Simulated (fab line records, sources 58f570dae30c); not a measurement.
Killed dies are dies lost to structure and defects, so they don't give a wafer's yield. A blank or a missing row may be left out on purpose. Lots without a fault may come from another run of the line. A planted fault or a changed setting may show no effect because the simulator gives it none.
Problem report in the 8D (eight disciplines) form, filled by code | flow berkeley_cmos170 | the parts of the form that need people (team, actions taken, sign-off) are left out

1. THE PROBLEM
NWELL_NITRIDE_THK at UCB170_NWELL_THK_MEAS_05 reads a mean of 317.6 nm on 6 wafers of 2 lots; wafers without a fault read 214.2 nm with a standard deviation of 1.6. That is +65 standard deviations from the usual mean.
First seen on wafer L875.1, day 5 12:05, on film_metro-01. The record holds 42 wafers of 14 lots with a number at this step. Rule for "out", or "out of limits": more than 4 standard deviations from the usual mean. The other wafers with a number count as sound.

2. WHAT IT IS AND WHAT IT IS NOT
question                    | is                           | is not
which readings at this step | NWELL_NITRIDE_THK            | -
which lots                  | L874, L875                   | L860, L861, L862, L863, L864, L865, L866, L868, L869, L871, L873, L883
which wafers of those lots  | all that have a number       | -
read on which gauges        | film_metro-01, film_metro-04 | film_metro-03
when                        | from day 5 12:05             | up to then (33 sound wafers); but 3 sound wafers of L883 came after

3. SUSPECTS, AND WHAT RULES EACH OUT
Counting: a tool at a process step up to the reading stays a suspect if it ran every lot that is out and no sound lot after the first of them.
- the gauge at UCB170_NWELL_THK_MEAS_05: ruled out. The wafers that are out were read on 2 gauges (film_metro-01, film_metro-04).
- lpcvd-02 at UCB170_NWELL_CVD_04 (deposits Si3N4 from SiH2Cl2/NH3, target thk 224 nm, time 3212 s): kept. It ran every lot that is out, first L874 (day 5 10:09), and no sound lot after that; its last sound lot up to then is L871 (day 4 21:13).
Left after counting: lpcvd-02 at UCB170_NWELL_CVD_04.

4. THE CAUSE (what the simulator had put in)
Process parameter drift: lpcvd-02, from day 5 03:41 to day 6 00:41, at UCB170_NWELL_CVD_04. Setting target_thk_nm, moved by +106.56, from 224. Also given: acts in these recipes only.
Counting left only this tool.

5. THE CHAIN OF EFFECTS, in route order
Each row: a reading whose mean over the struck wafers that have a number lies more than 3 standard deviations from the usual. Only readings for which the record gives a usual standard deviation are gone through. hours: the time from each lot's start at the first step in this table that gives one to its start at this step, as a median over the lots. sigmas: the change in usual standard deviations.
hours | step                     | reading           | usual      | on struck wafers | change | sigmas
0     | UCB170_NWELL_THK_MEAS_05 | NWELL_NITRIDE_THK | 214.2 nm   | 317.6            | +103.4 | +65
2     | UCB170_NWELL_ETCH_13     | oes_product_au    | 0.922 a.u. | 1.006            | +0.084 | +5.3
The process steps in it:
- UCB170_NWELL_ETCH_13: etches Si3N4 in CH3F/Ar/O2, stops on SiO2, target depth 246.4 nm, time 154 s.

6. WHAT WOULD HAVE CAUGHT IT SOONER
In this record the first reading out of limits at a measuring or inspecting step was taken at day 5 12:05, 8 hours after the fault began at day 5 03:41.
All the lots that are out (2) had begun UCB170_NWELL_CVD_04 on lpcvd-02 by day 5 12:05. A hold on the tool at that time would have spared none of them.
